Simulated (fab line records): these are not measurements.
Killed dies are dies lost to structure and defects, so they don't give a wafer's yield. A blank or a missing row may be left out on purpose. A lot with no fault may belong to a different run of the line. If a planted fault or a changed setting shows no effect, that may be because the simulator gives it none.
Split-lot study || flow berkeley_cmos170 || 23 wafers read across 5 lots, on a route 331 steps long

== SPLIT DETAILS ==
At UCB170_CONTACT_PEB_13, the setting peb_temp_c was moved away from the recipe's 130 C on 5 of the 23 wafers read, by -2.6% to -2.5%. For the rest of the wafers, this setting stayed at what the recipe calls for.

== FROM THE SPLIT TO THE READING: what the file shows between them, 5 steps ==
- UCB170_CONTACT_DEVELOP_14: develop time 45 s
- UCB170_CONTACT_CD_MEAS_15: target cd 700 nm
- UCB170_CONTACT_ETCH_17: etches BARC in N2/H2
- UCB170_CONTACT_ETCH_18: etches PSG in CHF3/CF4/Ar, stops on TiSi2, target depth 840 nm, time 195 s
- UCB170_CONTACT_STRIP_19: strips in O2

== THE READING ==
Shown in nm: cd_nm at UCB170_CONTACT_CD_MEAS_90, with target cd 700 nm. On this fab line, fault-free wafers typically give 700.7 nm with a standard deviation of 1.6 nm.

{"wafer": "L077.1", "tool, chamber at the split": "litho_track-04, 0", "peb_temp_c as run, C": 126.6, "against the recipe": "-2.6%", "cd_nm, nm": 671.7, "against lot-mates on the recipe": -27.8}
{"wafer": "L077.2", "tool, chamber at the split": "litho_track-04, 0", "peb_temp_c as run, C": 130, "against the recipe": "recipe", "cd_nm, nm": 698.5, "against lot-mates on the recipe": "-"}
{"wafer": "L077.3", "tool, chamber at the split": "litho_track-04, 0", "peb_temp_c as run, C": 130, "against the recipe": "recipe", "cd_nm, nm": 700.4, "against lot-mates on the recipe": "-"}
{"wafer": "L077.4", "tool, chamber at the split": "litho_track-04, 0", "peb_temp_c as run, C": 126.6, "against the recipe": "-2.6%", "cd_nm, nm": 673.6, "against lot-mates on the recipe": -25.9}
{"wafer": "L077.6", "tool, chamber at the split": "litho_track-04, 0", "peb_temp_c as run, C": 126.6, "against the recipe": "-2.6%", "cd_nm, nm": 673.1, "against lot-mates on the recipe": -26.4}
{"wafer": "L076.1", "tool, chamber at the split": "litho_track-04, 0", "peb_temp_c as run, C": 130, "against the recipe": "recipe", "cd_nm, nm": 699.5, "against lot-mates on the recipe": "-"}
{"wafer": "L076.2", "tool, chamber at the split": "litho_track-04, 0", "peb_temp_c as run, C": 130, "against the recipe": "recipe", "cd_nm, nm": 701.2, "against lot-mates on the recipe": "-"}
{"wafer": "L076.4", "tool, chamber at the split": "litho_track-04, 0", "peb_temp_c as run, C": 130, "against the recipe": "recipe", "cd_nm, nm": 698.4, "against lot-mates on the recipe": "-"}
{"wafer": "L076.5", "tool, chamber at the split": "litho_track-04, 0", "peb_temp_c as run, C": 130, "against the recipe": "recipe", "cd_nm, nm": 698.9, "against lot-mates on the recipe": "-"}
{"wafer": "L076.6", "tool, chamber at the split": "litho_track-04, 0", "peb_temp_c as run, C": 130, "against the recipe": "recipe", "cd_nm, nm": 698.7, "against lot-mates on the recipe": "-"}
{"wafer": "L079.1", "tool, chamber at the split": "litho_track-02, 0", "peb_temp_c as run, C": 130, "against the recipe": "recipe", "cd_nm, nm": 702.7, "against lot-mates on the recipe": "-"}
{"wafer": "L079.3", "tool, chamber at the split": "litho_track-02, 0", "peb_temp_c as run, C": 130, "against the recipe": "recipe", "cd_nm, nm": 703.0, "against lot-mates on the recipe": "-"}
{"wafer": "L079.4", "tool, chamber at the split": "litho_track-02, 0", "peb_temp_c as run, C": 130, "against the recipe": "recipe", "cd_nm, nm": 702.3, "against lot-mates on the recipe": "-"}
{"wafer": "L079.5", "tool, chamber at the split": "litho_track-02, 0", "peb_temp_c as run, C": 130, "against the recipe": "recipe", "cd_nm, nm": 701.5, "against lot-mates on the recipe": "-"}
{"wafer": "L079.6", "tool, chamber at the split": "litho_track-02, 0", "peb_temp_c as run, C": 130, "against the recipe": "recipe", "cd_nm, nm": 702.7, "against lot-mates on the recipe": "-"}
{"wafer": "L081.1", "tool, chamber at the split": "litho_track-04, 0", "peb_temp_c as run, C": 130, "against the recipe": "recipe", "cd_nm, nm": 699.5, "against lot-mates on the recipe": "-"}
{"wafer": "L081.2", "tool, chamber at the split": "litho_track-04, 0", "peb_temp_c as run, C": 130, "against the recipe": "recipe", "cd_nm, nm": 699.8, "against lot-mates on the recipe": "-"}
{"wafer": "L081.3", "tool, chamber at the split": "litho_track-04, 0", "peb_temp_c as run, C": 126.8, "against the recipe": "-2.5%", "cd_nm, nm": 678.5, "against lot-mates on the recipe": -21.7}
{"wafer": "L081.5", "tool, chamber at the split": "litho_track-04, 0", "peb_temp_c as run, C": 130, "against the recipe": "recipe", "cd_nm, nm": 701.2, "against lot-mates on the recipe": "-"}
{"wafer": "L081.6", "tool, chamber at the split": "litho_track-04, 0", "peb_temp_c as run, C": 126.8, "against the recipe": "-2.5%", "cd_nm, nm": 677.0, "against lot-mates on the recipe": -23.2}
{"wafer": "L083.1", "tool, chamber at the split": "litho_track-04, 0", "peb_temp_c as run, C": 130, "against the recipe": "recipe", "cd_nm, nm": 698.7, "against lot-mates on the recipe": "-"}
{"wafer": "L083.2", "tool, chamber at the split": "litho_track-04, 0", "peb_temp_c as run, C": 130, "against the recipe": "recipe", "cd_nm, nm": 699.7, "against lot-mates on the recipe": "-"}
{"wafer": "L083.5", "tool, chamber at the split": "litho_track-04, 0", "peb_temp_c as run, C": 130, "against the recipe": "recipe", "cd_nm, nm": 698.6, "against lot-mates on the recipe": "-"}

FIT RESULTS
A straight line over all 23 wafers: cd_nm changes by +10 nm for each +1% of peb_temp_c; r = +0.99; the points scatter about the line by 1.7 nm.
The same after taking each lot's own level away (the mean of its wafers on the recipe; 23 wafers): +9.79 nm for each +1%; r = +1.00; scatter 1 nm.
On that fit, the largest move of peb_temp_c shifts the reading by 26 nm.
From 699.00 to 702.44 nm: that is the span of the lots' own levels, equal to 2.1 times the standard deviation above.
Consequently the slope shifts little with the lot-to-lot level, the two slopes agreeing.
Check: with one of the wafers moved furthest among these (-2.6%) left out of the fit, the line predicts -25 nm for it against its lot-mates. Against them it came out at -27.8 nm.

== OTHER SPLITS APPLIED TO THESE WAFERS ==
Other splits were also applied to these wafers ahead of the reading. Each is held against what the fit with the lots' levels taken away leaves over:
{"other split on the same wafers": "UCB170_SILICIDE_SPUTTER_01 time_s", "wafers away from the commonest value": 5, "r with cd_nm (lot level and that fit taken away)": "+0.03"}
{"other split on the same wafers": "UCB170_CONTACT_CVD_01 o2_flow_sccm", "wafers away from the commonest value": 18, "r with cd_nm (lot level and that fit taken away)": -0.24}

== THE WHOLE CHAIN: every reading that the file lists as answering this split, in the file's order ==
{"step": "UCB170_CONTACT_CD_MEAS_15", "what it does": "target cd 700 nm", "reading": "cd_nm", "change (the file's fit)": "+9.7 nm for each +1% of the setting", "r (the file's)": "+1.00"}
{"step": "UCB170_CONTACT_ETCH_17", "what it does": "etches BARC in N2/H2", "reading": "CONTACT.cd_nm (the simulator's own value, which no gauge read)", "change (the file's fit)": "+9.75 nm for each +1% of the setting", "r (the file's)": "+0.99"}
{"step": "UCB170_CONTACT_ETCH_18", "what it does": "etches PSG in CHF3/CF4/Ar, stops on TiSi2, target depth 840 nm, time 195 s", "reading": "CONTACT.cd_nm (the simulator's own value, which no gauge read)", "change (the file's fit)": "+9.65 nm for each +1% of the setting", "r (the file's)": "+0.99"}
{"step": "UCB170_CONTACT_CD_MEAS_90", "what it does": "target cd 700 nm", "reading": "cd_nm", "change (the file's fit)": "+9.68 nm for each +1% of the setting", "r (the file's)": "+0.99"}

== THE FILE'S OWN FIT ==
cd_nm changes by +9.68 nm for each +1% of peb_temp_c, r = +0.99.
